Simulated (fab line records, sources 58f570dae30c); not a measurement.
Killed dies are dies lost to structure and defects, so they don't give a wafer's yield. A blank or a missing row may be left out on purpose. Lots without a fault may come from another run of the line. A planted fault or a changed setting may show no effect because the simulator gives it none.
Chamber matching | flow berkeley_cmos170 | UCB170_V2_CVD_00 on pecvd-03: 3 sister chambers
The step deposits SiO2 from TEOS/O2, target thk 2000 nm, time 250 s. 14 wafers are shown with their chamber, then 7 later ones without.

WAFERS WITH THEIR CHAMBER
wafer  | chamber | run_length_s (s) | heater_power_w (W)
L166.1 | 0       | 277.4            | 244
L166.2 | 2       | 277.1            | 236
L166.5 | 0       | 277.4            | 195
L167.2 | 0       | 278.0            | 279
L167.4 | 1       | 278.2            | 212
L167.5 | 0       | 277.7            | 198
L182.1 | 2       | 276.8            | 286
L182.4 | 2       | 277.0            | 205
L182.5 | 1       | 277.5            | 299
L181.2 | 1       | 277.5            | 288
L181.4 | 2       | 277.2            | 287
L181.6 | 1       | 278.0            | 207
L186.1 | 2       | 277.0            | 233
L186.3 | 1       | 277.5            | 216

SIGNATURES (means of the wafers above)
reading        | chamber 0 | chamber 1 | chamber 2 | scatter within a chamber
run_length_s   | 277.625   | 277.740   | 277.020   | 0.268
heater_power_w | 229.00    | 244.40    | 249.40    | 40.6
Rule: a wafer's distance from a chamber is the root of the sum, over the readings, of the square of ((its reading less the chamber's mean) divided by the reading's scatter). The wafer belongs to the nearest chamber; if the next one is less than 2 further off, it can't be placed. The scatter: the root of (the sum of the squares of (reading less its chamber's mean) over the shown wafers, divided by (wafers less chambers)).

WAFERS WITHOUT THEIR CHAMBER
wafer  | run_length_s (s) | heater_power_w (W)
L186.6 | 277.6            | 291
L189.1 | 277.6            | 243
L189.2 | 277.1            | 221
L189.3 | 278.5            | 289
L187.1 | 277.6            | 277
L187.2 | 277.5            | 282
L187.3 | 277.5            | 287

WHICH CHAMBER EACH WENT THROUGH
wafer  | from the rows above          | in truth
L186.6 | can't be placed: 1 or 0 or 2 | 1
L189.1 | can't be placed: 0 or 1 or 2 | 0
L189.2 | can't be placed: 2 or 0 or 1 | 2
L189.3 | can't be placed: 1 or 0      | 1
L187.1 | can't be placed: 1 or 0 or 2 | 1
L187.2 | can't be placed: 1 or 0 or 2 | 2
L187.3 | can't be placed: 1 or 0 or 2 | 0
Placed correctly: 0 of 7. Can't be placed from these rows: 7 (the true chamber is among the candidates in 7). Placed wrongly: 0.
